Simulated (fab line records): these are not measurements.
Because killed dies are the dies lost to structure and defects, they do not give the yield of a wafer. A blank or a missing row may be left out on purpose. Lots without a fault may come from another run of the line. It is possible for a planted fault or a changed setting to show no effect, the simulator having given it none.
fab line records / flow berkeleyCmos170
record: lots: 13 wafers: 39 lastDay: 11
route steps=331 shown NWELL@23 ACTIVE@73 FIELD@91
lots that met no fault: taken from a fault-free run of the same line
startH: start of the lot's first displayed wafer, in hours after the record's first day / waitH: hours since the lot's step before / " as in the row above / L1.1+2: several wafers, shown together as one row / - either no value or no given start / * or withheld: withheld / < > ~ a bound
route shown NAME@n: names a module that has steps shown in the file, with the first one's number in the route / usual: mean and standard deviation over wafers with no fault / same: alike in all rows / chamber/n: place in a boat / sites: each site's reading / _std_site: the standard deviation of these / _edge_site: the outer-site mean with the inner-site mean subtracted / radiusMm: for every site, how far away it sits from the centre of the wafer / mask NAME#n: copy n / behind: the last tool/chamber to shape the wafer / hold: reason for holding the lot/hours on hold/outcome of the hold / device: which transistor (n, p or np) failed to switch / end of line: the tests these same wafers got at the end of their route / where a step has no rows: the recipe by itself / killed: not the wafer's yield, but the dies lost to structure and defects at the first sort / map: dies across one wafer; x = killed, . = not, _ = none there
set.NAME: the setting the step ran with; set.NAME@STEP: the setting that earlier step ran with / model.NAME: the simulator's own value behind a step, which no gauge read
the route's steps for a sample of lots (tables are steps, rows are wafers)
services: the hour from which a tool's chamber was out of use, counted from the record's first day as startH (under 0 if before that day), plus the number of hours and why
== steps ==
step: UCB170_NWELL_EXPOSE_09
recipe: maskId: NWELL targetCdNm: 3000 na: 0.5 sigmaOuter: 0.6 sourceShape: conventional doseMj: 25
usual: stageVelMmS: 499.94/0.26
same: na: 0.5
lot.wafer=L393.1 tool=krfScanner-02 chamber=0 startH=25.20 waitH=0.2 mask=NWELL#0 stageVelMmS=500.32
lot.wafer=L393.2 tool=krfScanner-02 chamber=0 startH=25.20 waitH=0.2 mask=NWELL#0 stageVelMmS=500.12
lot.wafer=L393.3 tool=krfScanner-02 chamber=0 startH=25.20 waitH=0.2 mask=NWELL#0 stageVelMmS=500.43
lot.wafer=L394.2 tool=krfScanner-01 chamber=0 startH=30.05 waitH=0.2 mask=NWELL#0 stageVelMmS=499.54
lot.wafer=L394.4 tool=krfScanner-01 chamber=0 startH=30.05 waitH=0.2 mask=NWELL#0 stageVelMmS=499.71
lot.wafer=L394.6 tool=krfScanner-01 chamber=0 startH=30.05 waitH=0.2 mask=NWELL#0 stageVelMmS=500.00
lot.wafer=L395.2 tool=krfScanner-02 chamber=0 startH=37.49 waitH=0.2 mask=NWELL#0 stageVelMmS=500.63
lot.wafer=L395.3 tool=krfScanner-02 chamber=0 startH=37.49 waitH=0.2 mask=NWELL#0 stageVelMmS=500.35
lot.wafer=L395.4 tool=krfScanner-02 chamber=0 startH=37.49 waitH=0.2 mask=NWELL#0 stageVelMmS=500.45
lot.wafer=L400.3 tool=krfScanner-02 chamber=0 startH=61.73 waitH=0.1 mask=NWELL#0 stageVelMmS=500.02
lot.wafer=L400.4 tool=krfScanner-02 chamber=0 startH=61.73 waitH=0.1 mask=NWELL#0 stageVelMmS=499.93
lot.wafer=L400.6 tool=krfScanner-02 chamber=0 startH=61.73 waitH=0.1 mask=NWELL#0 stageVelMmS=499.80
lot.wafer=L401.1 tool=krfScanner-02 chamber=0 startH=68.69 waitH=0.2 mask=NWELL#0 stageVelMmS=500.03
lot.wafer=L401.5 tool=krfScanner-02 chamber=0 startH=68.69 waitH=0.2 mask=NWELL#0 stageVelMmS=499.95
lot.wafer=L401.6 tool=krfScanner-02 chamber=0 startH=68.69 waitH=0.2 mask=NWELL#0 stageVelMmS=499.94
lot.wafer=L402.4 tool=krfScanner-01 chamber=0 startH=75.83 waitH=0.1 mask=PWELL#0 stageVelMmS=499.96
lot.wafer=L402.5 tool=krfScanner-01 chamber=0 startH=75.83 waitH=0.1 mask=PWELL#0 stageVelMmS=500.09
lot.wafer=L402.6 tool=krfScanner-01 chamber=0 startH=75.83 waitH=0.1 mask=PWELL#0 stageVelMmS=500.04
lot.wafer=L403.1 tool=krfScanner-01 chamber=0 startH=79.64 waitH=0.1 mask=NWELL#0 stageVelMmS=499.76
lot.wafer=L403.2 tool=krfScanner-01 chamber=0 startH=79.64 waitH=0.1 mask=NWELL#0 stageVelMmS=499.79
lot.wafer=L403.5 tool=krfScanner-01 chamber=0 startH=79.64 waitH=0.1 mask=NWELL#0 stageVelMmS=499.68
lot.wafer=L410.2 tool=krfScanner-01 chamber=0 startH=114.87 waitH=0.1 mask=NWELL#0 stageVelMmS=500.25
lot.wafer=L410.3 tool=krfScanner-01 chamber=0 startH=114.87 waitH=0.1 mask=NWELL#0 stageVelMmS=499.98
lot.wafer=L410.5 tool=krfScanner-01 chamber=0 startH=114.87 waitH=0.1 mask=NWELL#0 stageVelMmS=499.89
lot.wafer=L411.2 tool=krfScanner-01 chamber=0 startH=121.08 waitH=0.2 mask=NWELL#0 stageVelMmS=499.59
lot.wafer=L411.4 tool=krfScanner-01 chamber=0 startH=121.08 waitH=0.2 mask=NWELL#0 stageVelMmS=500.55
lot.wafer=L411.6 tool=krfScanner-01 chamber=0 startH=121.08 waitH=0.2 mask=NWELL#0 stageVelMmS=499.84
lot.wafer=L412.2 tool=krfScanner-01 chamber=0 startH=124.65 waitH=0.1 mask=NWELL#0 stageVelMmS=499.92
lot.wafer=L412.4 tool=krfScanner-01 chamber=0 startH=124.65 waitH=0.1 mask=NWELL#0 stageVelMmS=499.94
lot.wafer=L412.6 tool=krfScanner-01 chamber=0 startH=124.65 waitH=0.1 mask=NWELL#0 stageVelMmS=500.04
lot.wafer=L413.1 tool=krfScanner-01 chamber=0 startH=124.81 waitH=0.1 mask=NWELL#0 stageVelMmS=499.76
lot.wafer=L413.5 tool=krfScanner-01 chamber=0 startH=124.81 waitH=0.1 mask=NWELL#0 stageVelMmS=500.34
lot.wafer=L413.6 tool=krfScanner-01 chamber=0 startH=124.81 waitH=0.1 mask=NWELL#0 stageVelMmS=499.83
lot.wafer=L414.1 tool=krfScanner-01 chamber=0 startH=138.04 waitH=0.1 mask=NWELL#0 stageVelMmS=500.05
lot.wafer=L414.2 tool=krfScanner-01 chamber=0 startH=138.04 waitH=0.1 mask=NWELL#0 stageVelMmS=499.75
lot.wafer=L414.5 tool=krfScanner-01 chamber=0 startH=138.04 waitH=0.1 mask=NWELL#0 stageVelMmS=500.26
lot.wafer=L415.1 tool=krfScanner-01 chamber=0 startH=145.89 waitH=0.1 mask=NWELL#0 stageVelMmS=499.85
lot.wafer=L415.2 tool=krfScanner-01 chamber=0 startH=145.89 waitH=0.1 mask=NWELL#0 stageVelMmS=499.75
lot.wafer=L415.5 tool=krfScanner-01 chamber=0 startH=145.89 waitH=0.1 mask=NWELL#0 stageVelMmS=499.80
step: UCB170_NWELL_OVL_MEAS_12
usual: NWELL_OVL: -3/5.5
lot.wafer=L393.1 tool=overlay-01 chamber=- startH=25.60 waitH=- NWELL_OVL[nm]=-3
lot.wafer=L393.2 tool=overlay-01 chamber=- startH=25.60 waitH=- NWELL_OVL[nm]=-8
lot.wafer=L393.3 tool=overlay-01 chamber=- startH=25.60 waitH=- NWELL_OVL[nm]=-3
lot.wafer=L394.2 tool=overlay-02 chamber=- startH=30.43 waitH=- NWELL_OVL[nm]=-1
lot.wafer=L394.4 tool=overlay-02 chamber=- startH=30.43 waitH=- NWELL_OVL[nm]=-4
lot.wafer=L394.6 tool=overlay-02 chamber=- startH=30.43 waitH=- NWELL_OVL[nm]=3
lot.wafer=L395.2 tool=overlay-01 chamber=- startH=37.87 waitH=- NWELL_OVL[nm]=-4
lot.wafer=L395.3 tool=overlay-01 chamber=- startH=37.87 waitH=- NWELL_OVL[nm]=7
lot.wafer=L395.4 tool=overlay-01 chamber=- startH=37.87 waitH=- NWELL_OVL[nm]=1
lot.wafer=L400.3 tool=overlay-02 chamber=- startH=62.10 waitH=- NWELL_OVL[nm]=4
lot.wafer=L400.4 tool=overlay-02 chamber=- startH=62.10 waitH=- NWELL_OVL[nm]=4
lot.wafer=L400.6 tool=overlay-02 chamber=- startH=62.10 waitH=- NWELL_OVL[nm]=2
lot.wafer=L401.1 tool=overlay-02 chamber=- startH=69.08 waitH=- NWELL_OVL[nm]=2
lot.wafer=L401.5 tool=overlay-02 chamber=- startH=69.08 waitH=- NWELL_OVL[nm]=-11
lot.wafer=L401.6 tool=overlay-02 chamber=- startH=69.08 waitH=- NWELL_OVL[nm]=-8
lot.wafer=L402.4 tool=overlay-02 chamber=- startH=76.19 waitH=- NWELL_OVL[nm]=-
lot.wafer=L402.5 tool=overlay-02 chamber=- startH=76.19 waitH=- NWELL_OVL[nm]=-
lot.wafer=L402.6 tool=overlay-02 chamber=- startH=76.19 waitH=- NWELL_OVL[nm]=-
lot.wafer=L403.1 tool=overlay-01 chamber=- startH=80.03 waitH=- NWELL_OVL[nm]=-6
lot.wafer=L403.2 tool=overlay-01 chamber=- startH=80.03 waitH=- NWELL_OVL[nm]=-7
lot.wafer=L403.5 tool=overlay-01 chamber=- startH=80.03 waitH=- NWELL_OVL[nm]=-5
lot.wafer=L410.2 tool=overlay-01 chamber=- startH=115.59 waitH=- NWELL_OVL[nm]=6
lot.wafer=L410.3 tool=overlay-01 chamber=- startH=115.59 waitH=- NWELL_OVL[nm]=4
lot.wafer=L410.5 tool=overlay-01 chamber=- startH=115.59 waitH=- NWELL_OVL[nm]=6
lot.wafer=L411.2 tool=overlay-02 chamber=- startH=121.46 waitH=- NWELL_OVL[nm]=0
lot.wafer=L411.4 tool=overlay-02 chamber=- startH=121.46 waitH=- NWELL_OVL[nm]=4
lot.wafer=L411.6 tool=overlay-02 chamber=- startH=121.46 waitH=- NWELL_OVL[nm]=0
lot.wafer=L412.2 tool=overlay-01 chamber=- startH=125.09 waitH=- NWELL_OVL[nm]=2
lot.wafer=L412.4 tool=overlay-01 chamber=- startH=125.09 waitH=- NWELL_OVL[nm]=-7
lot.wafer=L412.6 tool=overlay-01 chamber=- startH=125.09 waitH=- NWELL_OVL[nm]=-4
lot.wafer=L413.1 tool=overlay-02 chamber=- startH=125.36 waitH=- NWELL_OVL[nm]=-7
lot.wafer=L413.5 tool=overlay-02 chamber=- startH=125.36 waitH=- NWELL_OVL[nm]=-14
lot.wafer=L413.6 tool=overlay-02 chamber=- startH=125.36 waitH=- NWELL_OVL[nm]=-1
lot.wafer=L414.1 tool=overlay-02 chamber=- startH=138.57 waitH=- NWELL_OVL[nm]=-3
lot.wafer=L414.2 tool=overlay-02 chamber=- startH=138.57 waitH=- NWELL_OVL[nm]=-8
lot.wafer=L414.5 tool=overlay-02 chamber=- startH=138.57 waitH=- NWELL_OVL[nm]=7
lot.wafer=L415.1 tool=overlay-01 chamber=- startH=146.28 waitH=- NWELL_OVL[nm]=1
lot.wafer=L415.2 tool=overlay-01 chamber=- startH=146.28 waitH=- NWELL_OVL[nm]=-4
lot.wafer=L415.5 tool=overlay-01 chamber=- startH=146.28 waitH=- NWELL_OVL[nm]=6
step: UCB170_NWELL_TW_MEAS_16
usual: NWELL_TW: 1245/15
lot.wafer=L393.1 tool=filmMetro-01 chamber=- startH=25.98 waitH=0.1 NWELL_TW=1224
lot.wafer=L393.2 tool=filmMetro-01 chamber=- startH=25.98 waitH=0.1 NWELL_TW=1226
lot.wafer=L393.3 tool=filmMetro-01 chamber=- startH=25.98 waitH=0.1 NWELL_TW=1223
lot.wafer=L394.2 tool=filmMetro-04 chamber=- startH=30.82 waitH=0.1 NWELL_TW=1260
lot.wafer=L394.4 tool=filmMetro-04 chamber=- startH=30.82 waitH=0.1 NWELL_TW=1268
lot.wafer=L394.6 tool=filmMetro-04 chamber=- startH=30.82 waitH=0.1 NWELL_TW=1267
lot.wafer=L395.2 tool=filmMetro-04 chamber=- startH=38.26 waitH=0.1 NWELL_TW=1266
lot.wafer=L395.3 tool=filmMetro-04 chamber=- startH=38.26 waitH=0.1 NWELL_TW=1267
lot.wafer=L395.4 tool=filmMetro-04 chamber=- startH=38.26 waitH=0.1 NWELL_TW=1268
lot.wafer=L400.3 tool=filmMetro-01 chamber=- startH=62.49 waitH=0.1 NWELL_TW=1228
lot.wafer=L400.4 tool=filmMetro-01 chamber=- startH=62.49 waitH=0.1 NWELL_TW=1229
lot.wafer=L400.6 tool=filmMetro-01 chamber=- startH=62.49 waitH=0.1 NWELL_TW=1236
lot.wafer=L401.1 tool=filmMetro-01 chamber=- startH=69.47 waitH=0.1 NWELL_TW=1231
lot.wafer=L401.5 tool=filmMetro-01 chamber=- startH=69.47 waitH=0.1 NWELL_TW=1227
lot.wafer=L401.6 tool=filmMetro-01 chamber=- startH=69.47 waitH=0.1 NWELL_TW=1235
lot.wafer=L402.4 tool=filmMetro-04 chamber=- startH=76.59 waitH=0.1 NWELL_TW=30
lot.wafer=L402.5 tool=filmMetro-04 chamber=- startH=76.59 waitH=0.1 NWELL_TW=30
lot.wafer=L402.6 tool=filmMetro-04 chamber=- startH=76.59 waitH=0.1 NWELL_TW=30
lot.wafer=L403.1 tool=filmMetro-04 chamber=- startH=80.42 waitH=0.1 NWELL_TW=1269
lot.wafer=L403.2 tool=filmMetro-04 chamber=- startH=80.42 waitH=0.1 NWELL_TW=1263
lot.wafer=L403.5 tool=filmMetro-04 chamber=- startH=80.42 waitH=0.1 NWELL_TW=1267
lot.wafer=L410.2 tool=filmMetro-04 chamber=- startH=116.02 waitH=0.1 NWELL_TW=1266
lot.wafer=L410.3 tool=filmMetro-04 chamber=- startH=116.02 waitH=0.1 NWELL_TW=1274
lot.wafer=L410.5 tool=filmMetro-04 chamber=- startH=116.02 waitH=0.1 NWELL_TW=1277
lot.wafer=L411.2 tool=filmMetro-01 chamber=- startH=121.85 waitH=0.1 NWELL_TW=1232
lot.wafer=L411.4 tool=filmMetro-01 chamber=- startH=121.85 waitH=0.1 NWELL_TW=1224
lot.wafer=L411.6 tool=filmMetro-01 chamber=- startH=121.85 waitH=0.1 NWELL_TW=1239
lot.wafer=L412.2 tool=filmMetro-01 chamber=- startH=125.48 waitH=0.1 NWELL_TW=1231
lot.wafer=L412.4 tool=filmMetro-01 chamber=- startH=125.48 waitH=0.1 NWELL_TW=1231
lot.wafer=L412.6 tool=filmMetro-01 chamber=- startH=125.48 waitH=0.1 NWELL_TW=1228
lot.wafer=L413.1 tool=filmMetro-03 chamber=- startH=125.75 waitH=0.1 NWELL_TW=1247
lot.wafer=L413.5 tool=filmMetro-03 chamber=- startH=125.75 waitH=0.1 NWELL_TW=1255
lot.wafer=L413.6 tool=filmMetro-03 chamber=- startH=125.75 waitH=0.1 NWELL_TW=1253
lot.wafer=L414.1 tool=filmMetro-01 chamber=- startH=138.96 waitH=0.1 NWELL_TW=1237
lot.wafer=L414.2 tool=filmMetro-01 chamber=- startH=138.96 waitH=0.1 NWELL_TW=1232
lot.wafer=L414.5 tool=filmMetro-01 chamber=- startH=138.96 waitH=0.1 NWELL_TW=1233
lot.wafer=L415.1 tool=filmMetro-04 chamber=- startH=146.67 waitH=0.1 NWELL_TW=1258
lot.wafer=L415.2 tool=filmMetro-04 chamber=- startH=146.67 waitH=0.1 NWELL_TW=1269
lot.wafer=L415.5 tool=filmMetro-04 chamber=- startH=146.67 waitH=0.1 NWELL_TW=1255
step: UCB170_ACTIVE_CD_MEAS_13
recipe: targetCdNm: 1200
usual: cdNm: 1200.2/1.7
lot.wafer=L393.1 tool=cdSem-02 chamber=- startH=79.33 waitH=- cdNm=1200.4
lot.wafer=L393.2 tool=cdSem-02 chamber=- startH=79.33 waitH=- cdNm=1199.4
lot.wafer=L393.3 tool=cdSem-02 chamber=- startH=79.33 waitH=- cdNm=1198.4
lot.wafer=L395.2 tool=cdSem-01 chamber=- startH=82.21 waitH=- cdNm=1198.0
lot.wafer=L395.3 tool=cdSem-01 chamber=- startH=82.21 waitH=- cdNm=1197.6
lot.wafer=L395.4 tool=cdSem-01 chamber=- startH=82.21 waitH=- cdNm=1199.3
lot.wafer=L394.2 tool=cdSem-02 chamber=- startH=82.39 waitH=- cdNm=1203.1
lot.wafer=L394.4 tool=cdSem-02 chamber=- startH=82.39 waitH=- cdNm=1202.8
lot.wafer=L394.6 tool=cdSem-02 chamber=- startH=82.39 waitH=- cdNm=1204.2
lot.wafer=L401.1 tool=cdSem-02 chamber=- startH=113.25 waitH=- cdNm=1201.9
lot.wafer=L401.5 tool=cdSem-02 chamber=- startH=113.25 waitH=- cdNm=1201.2
lot.wafer=L401.6 tool=cdSem-02 chamber=- startH=113.25 waitH=- cdNm=1202.5
lot.wafer=L400.3 tool=cdSem-01 chamber=- startH=113.46 waitH=- cdNm=1199.1
lot.wafer=L400.4 tool=cdSem-01 chamber=- startH=113.46 waitH=- cdNm=1199.2
lot.wafer=L400.6 tool=cdSem-01 chamber=- startH=113.46 waitH=- cdNm=1200.0
lot.wafer=L403.1 tool=cdSem-02 chamber=- startH=123.18 waitH=- cdNm=1200.1
lot.wafer=L403.2 tool=cdSem-02 chamber=- startH=123.18 waitH=- cdNm=1200.6
lot.wafer=L403.5 tool=cdSem-02 chamber=- startH=123.18 waitH=- cdNm=1199.9
lot.wafer=L410.2 tool=cdSem-02 chamber=- startH=158.47 waitH=- cdNm=1201.4
lot.wafer=L410.3 tool=cdSem-02 chamber=- startH=158.47 waitH=- cdNm=1201.2
lot.wafer=L410.5 tool=cdSem-02 chamber=- startH=158.47 waitH=- cdNm=1202.2
lot.wafer=L412.2 tool=cdSem-02 chamber=- startH=172.83 waitH=- cdNm=1202.2
lot.wafer=L412.4 tool=cdSem-02 chamber=- startH=172.83 waitH=- cdNm=1202.2
lot.wafer=L412.6 tool=cdSem-02 chamber=- startH=172.83 waitH=- cdNm=1201.8
lot.wafer=L413.1 tool=cdSem-01 chamber=- startH=173.09 waitH=- cdNm=1199.5
lot.wafer=L413.5 tool=cdSem-01 chamber=- startH=173.09 waitH=- cdNm=1199.8
lot.wafer=L413.6 tool=cdSem-01 chamber=- startH=173.09 waitH=- cdNm=1198.4
lot.wafer=L411.2 tool=cdSem-02 chamber=- startH=173.71 waitH=- cdNm=1200.1
lot.wafer=L411.4 tool=cdSem-02 chamber=- startH=173.71 waitH=- cdNm=1200.7
lot.wafer=L411.6 tool=cdSem-02 chamber=- startH=173.71 waitH=- cdNm=1198.9
lot.wafer=L414.1 tool=cdSem-01 chamber=- startH=182.03 waitH=- cdNm=1198.3
lot.wafer=L414.2 tool=cdSem-01 chamber=- startH=182.03 waitH=- cdNm=1199.5
lot.wafer=L414.5 tool=cdSem-01 chamber=- startH=182.03 waitH=- cdNm=1199.2
lot.wafer=L415.1 tool=cdSem-01 chamber=- startH=187.97 waitH=- cdNm=1201.3
lot.wafer=L415.2 tool=cdSem-01 chamber=- startH=187.97 waitH=- cdNm=1202.4
lot.wafer=L415.5 tool=cdSem-01 chamber=- startH=187.97 waitH=- cdNm=1202.5
step: UCB170_ACTIVE_CD_MEAS_90
recipe: targetCdNm: 1200
usual: cdNm: 1200.3/1.7
lot.wafer=L393.1 tool=cdSem-01 chamber=- startH=79.92 waitH=0.3 cdNm=1201.1
lot.wafer=L393.2 tool=cdSem-01 chamber=- startH=79.92 waitH=0.3 cdNm=1199.6
lot.wafer=L393.3 tool=cdSem-01 chamber=- startH=79.92 waitH=0.3 cdNm=1198.1
lot.wafer=L395.2 tool=cdSem-02 chamber=- startH=82.57 waitH=0.1 cdNm=1198.0
lot.wafer=L395.3 tool=cdSem-02 chamber=- startH=82.57 waitH=0.1 cdNm=1197.5
lot.wafer=L395.4 tool=cdSem-02 chamber=- startH=82.57 waitH=0.1 cdNm=1199.2
lot.wafer=L394.2 tool=cdSem-01 chamber=- startH=82.75 waitH=0.1 cdNm=1203.0
lot.wafer=L394.4 tool=cdSem-01 chamber=- startH=82.75 waitH=0.1 cdNm=1203.0
lot.wafer=L394.6 tool=cdSem-01 chamber=- startH=82.75 waitH=0.1 cdNm=1203.8
lot.wafer=L401.1 tool=cdSem-02 chamber=- startH=113.64 waitH=0.1 cdNm=1202.0
lot.wafer=L401.5 tool=cdSem-02 chamber=- startH=113.64 waitH=0.1 cdNm=1201.7
lot.wafer=L401.6 tool=cdSem-02 chamber=- startH=113.64 waitH=0.1 cdNm=1202.2
lot.wafer=L400.3 tool=cdSem-02 chamber=- startH=113.92 waitH=0.2 cdNm=1198.9
lot.wafer=L400.4 tool=cdSem-02 chamber=- startH=113.92 waitH=0.2 cdNm=1198.9
lot.wafer=L400.6 tool=cdSem-02 chamber=- startH=113.92 waitH=0.2 cdNm=1200.0
lot.wafer=L403.1 tool=cdSem-02 chamber=- startH=123.53 waitH=0.1 cdNm=1200.1
lot.wafer=L403.2 tool=cdSem-02 chamber=- startH=123.53 waitH=0.1 cdNm=1200.0
lot.wafer=L403.5 tool=cdSem-02 chamber=- startH=123.53 waitH=0.1 cdNm=1199.5
lot.wafer=L410.2 tool=cdSem-01 chamber=- startH=158.83 waitH=0.1 cdNm=1201.1
lot.wafer=L410.3 tool=cdSem-01 chamber=- startH=158.83 waitH=0.1 cdNm=1201.7
lot.wafer=L410.5 tool=cdSem-01 chamber=- startH=158.83 waitH=0.1 cdNm=1202.1
lot.wafer=L412.2 tool=cdSem-01 chamber=- startH=173.23 waitH=0.1 cdNm=1202.0
lot.wafer=L412.4 tool=cdSem-01 chamber=- startH=173.23 waitH=0.1 cdNm=1202.7
lot.wafer=L412.6 tool=cdSem-01 chamber=- startH=173.23 waitH=0.1 cdNm=1201.7
lot.wafer=L413.1 tool=cdSem-01 chamber=- startH=173.44 waitH=0.1 cdNm=1199.5
lot.wafer=L413.5 tool=cdSem-01 chamber=- startH=173.44 waitH=0.1 cdNm=1200.6
lot.wafer=L413.6 tool=cdSem-01 chamber=- startH=173.44 waitH=0.1 cdNm=1198.6
lot.wafer=L411.2 tool=cdSem-01 chamber=- startH=174.07 waitH=0.1 cdNm=1199.8
lot.wafer=L411.4 tool=cdSem-01 chamber=- startH=174.07 waitH=0.1 cdNm=1201.0
lot.wafer=L411.6 tool=cdSem-01 chamber=- startH=174.07 waitH=0.1 cdNm=1198.9
lot.wafer=L414.1 tool=cdSem-02 chamber=- startH=182.39 waitH=0.1 cdNm=1198.7
lot.wafer=L414.2 tool=cdSem-02 chamber=- startH=182.39 waitH=0.1 cdNm=1200.2
lot.wafer=L414.5 tool=cdSem-02 chamber=- startH=182.39 waitH=0.1 cdNm=1199.6
lot.wafer=L415.1 tool=cdSem-02 chamber=- startH=188.32 waitH=0.1 cdNm=1201.8
lot.wafer=L415.2 tool=cdSem-02 chamber=- startH=188.32 waitH=0.1 cdNm=1202.4
lot.wafer=L415.5 tool=cdSem-02 chamber=- startH=188.32 waitH=0.1 cdNm=1202.6
step: UCB170_FIELD_THK_MEAS_02
recipe: reads: SiO2_of_FIELD_OXIDATION_01
usual: FIELD_OXIDE_THK: 555/10
lot.wafer=L393.1 tool=filmMetro-01 chamber=- startH=89.24 waitH=0.0 FIELD_OXIDE_THK[nm]=545
lot.wafer=L393.2 tool=filmMetro-01 chamber=- startH=89.24 waitH=0.0 FIELD_OXIDE_THK[nm]=557
lot.wafer=L393.3 tool=filmMetro-01 chamber=- startH=89.24 waitH=0.0 FIELD_OXIDE_THK[nm]=546
lot.wafer=L394.2 tool=filmMetro-02 chamber=- startH=91.53 waitH=0.0 FIELD_OXIDE_THK[nm]=545
lot.wafer=L394.4 tool=filmMetro-02 chamber=- startH=91.53 waitH=0.0 FIELD_OXIDE_THK[nm]=554
lot.wafer=L394.6 tool=filmMetro-02 chamber=- startH=91.53 waitH=0.0 FIELD_OXIDE_THK[nm]=542
lot.wafer=L395.2 tool=filmMetro-01 chamber=- startH=91.53 waitH=0.0 FIELD_OXIDE_THK[nm]=560
lot.wafer=L395.3 tool=filmMetro-01 chamber=- startH=91.53 waitH=0.0 FIELD_OXIDE_THK[nm]=553
lot.wafer=L395.4 tool=filmMetro-01 chamber=- startH=91.53 waitH=0.0 FIELD_OXIDE_THK[nm]=552
lot.wafer=L401.1 tool=filmMetro-02 chamber=- startH=120.52 waitH=0.0 FIELD_OXIDE_THK[nm]=570
lot.wafer=L401.5 tool=filmMetro-02 chamber=- startH=120.52 waitH=0.0 FIELD_OXIDE_THK[nm]=563
lot.wafer=L401.6 tool=filmMetro-02 chamber=- startH=120.52 waitH=0.0 FIELD_OXIDE_THK[nm]=567
lot.wafer=L400.3 tool=filmMetro-04 chamber=- startH=120.54 waitH=0.0 FIELD_OXIDE_THK[nm]=570
lot.wafer=L400.4 tool=filmMetro-04 chamber=- startH=120.54 waitH=0.0 FIELD_OXIDE_THK[nm]=568
lot.wafer=L400.6 tool=filmMetro-04 chamber=- startH=120.54 waitH=0.0 FIELD_OXIDE_THK[nm]=565
lot.wafer=L403.1 tool=filmMetro-04 chamber=- startH=133.19 waitH=0.0 FIELD_OXIDE_THK[nm]=555
lot.wafer=L403.2 tool=filmMetro-04 chamber=- startH=133.19 waitH=0.0 FIELD_OXIDE_THK[nm]=542
lot.wafer=L403.5 tool=filmMetro-04 chamber=- startH=133.19 waitH=0.0 FIELD_OXIDE_THK[nm]=548
lot.wafer=L410.2 tool=filmMetro-04 chamber=- startH=168.40 waitH=0.0 FIELD_OXIDE_THK[nm]=554
lot.wafer=L410.3 tool=filmMetro-04 chamber=- startH=168.40 waitH=0.0 FIELD_OXIDE_THK[nm]=552
lot.wafer=L410.5 tool=filmMetro-04 chamber=- startH=168.40 waitH=0.0 FIELD_OXIDE_THK[nm]=558
lot.wafer=L413.1 tool=filmMetro-04 chamber=- startH=182.61 waitH=0.0 FIELD_OXIDE_THK[nm]=560
lot.wafer=L413.5 tool=filmMetro-04 chamber=- startH=182.61 waitH=0.0 FIELD_OXIDE_THK[nm]=556
lot.wafer=L413.6 tool=filmMetro-04 chamber=- startH=182.61 waitH=0.0 FIELD_OXIDE_THK[nm]=568
lot.wafer=L411.2 tool=filmMetro-02 chamber=- startH=182.62 waitH=0.0 FIELD_OXIDE_THK[nm]=545
lot.wafer=L411.4 tool=filmMetro-02 chamber=- startH=182.62 waitH=0.0 FIELD_OXIDE_THK[nm]=542
lot.wafer=L411.6 tool=filmMetro-02 chamber=- startH=182.62 waitH=0.0 FIELD_OXIDE_THK[nm]=543
lot.wafer=L412.2 tool=filmMetro-01 chamber=- startH=182.62 waitH=0.0 FIELD_OXIDE_THK[nm]=547
lot.wafer=L412.4 tool=filmMetro-01 chamber=- startH=182.62 waitH=0.0 FIELD_OXIDE_THK[nm]=554
lot.wafer=L412.6 tool=filmMetro-01 chamber=- startH=182.62 waitH=0.0 FIELD_OXIDE_THK[nm]=555
lot.wafer=L414.1 tool=filmMetro-01 chamber=- startH=189.71 waitH=0.0 FIELD_OXIDE_THK[nm]=561
lot.wafer=L414.2 tool=filmMetro-01 chamber=- startH=189.71 waitH=0.0 FIELD_OXIDE_THK[nm]=560
lot.wafer=L414.5 tool=filmMetro-01 chamber=- startH=189.71 waitH=0.0 FIELD_OXIDE_THK[nm]=557
lot.wafer=L415.1 tool=filmMetro-01 chamber=- startH=195.84 waitH=0.0 FIELD_OXIDE_THK[nm]=554
lot.wafer=L415.2 tool=filmMetro-01 chamber=- startH=195.84 waitH=0.0 FIELD_OXIDE_THK[nm]=560
lot.wafer=L415.5 tool=filmMetro-01 chamber=- startH=195.84 waitH=0.0 FIELD_OXIDE_THK[nm]=553
== services ==
tool=krfScanner-01 chamber=- startH=3.51 hours=1.3 kind=pm
tool=krfScanner-01 chamber=- startH=40.02 hours=4.0 kind=pm
tool=krfScanner-02 chamber=0 startH=48.65 hours=- kind=calibration
tool=krfScanner-01 chamber=- startH=77.09 hours=0.8 kind=pm
tool=krfScanner-01 chamber=0 startH=83.96 hours=- kind=calibration
tool=krfScanner-02 chamber=- startH=93.70 hours=0.7 kind=repair
tool=krfScanner-02 chamber=- startH=126.54 hours=0.8 kind=pm
tool=krfScanner-02 chamber=- startH=138.42 hours=10.5 kind=repair
tool=krfScanner-02 chamber=- startH=138.46 hours=0.2 kind=repair
== key ==
firstSign: step: UCB170_NWELL_EXPOSE_09 reading: mask direction: changed
effect: step: UCB170_NWELL_OVL_MEAS_12 reading: NWELL_OVL direction: missing
effect: step: UCB170_NWELL_TW_MEAS_16 reading: NWELL_TW direction: down sigmas: 81 usual: 1245 struck: 30
metAt UCB170_NWELL_EXPOSE_09
struckLots L402
laterRowsLeftOut L402.4,L402.5,L402.6
sortLeftOut L402.4,L402.5,L402.6
testerLeftOut L402
notActingAt UCB170_ACTIVE_CD_MEAS_13,UCB170_ACTIVE_CD_MEAS_90,UCB170_FIELD_THK_MEAS_02
onsetBetween 30.05 75.83
fault: kind: wrongMask tool: any chamber: - onsetH: 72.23 steps: UCB170_NWELL_EXPOSE_09 auxCopy: PWELL#0 scope: struckLotsOnly
testerLeftOut: of these lots the tester's yield and bins aren't shown, on N5 and GAA mostly nor the transistor test; their killed dies are dies lost to structure and defects alone, not to doping, threshold or leakage, so they don't give the yield
sortLeftOut: the simulated sort isn't trusted on such a fault, so these wafers' sort isn't shown, and their yield isn't known
laterRowsLeftOut: the simulator's readings of these wafers behind a module that went badly wrong aren't trusted and aren't shown, but for the sort
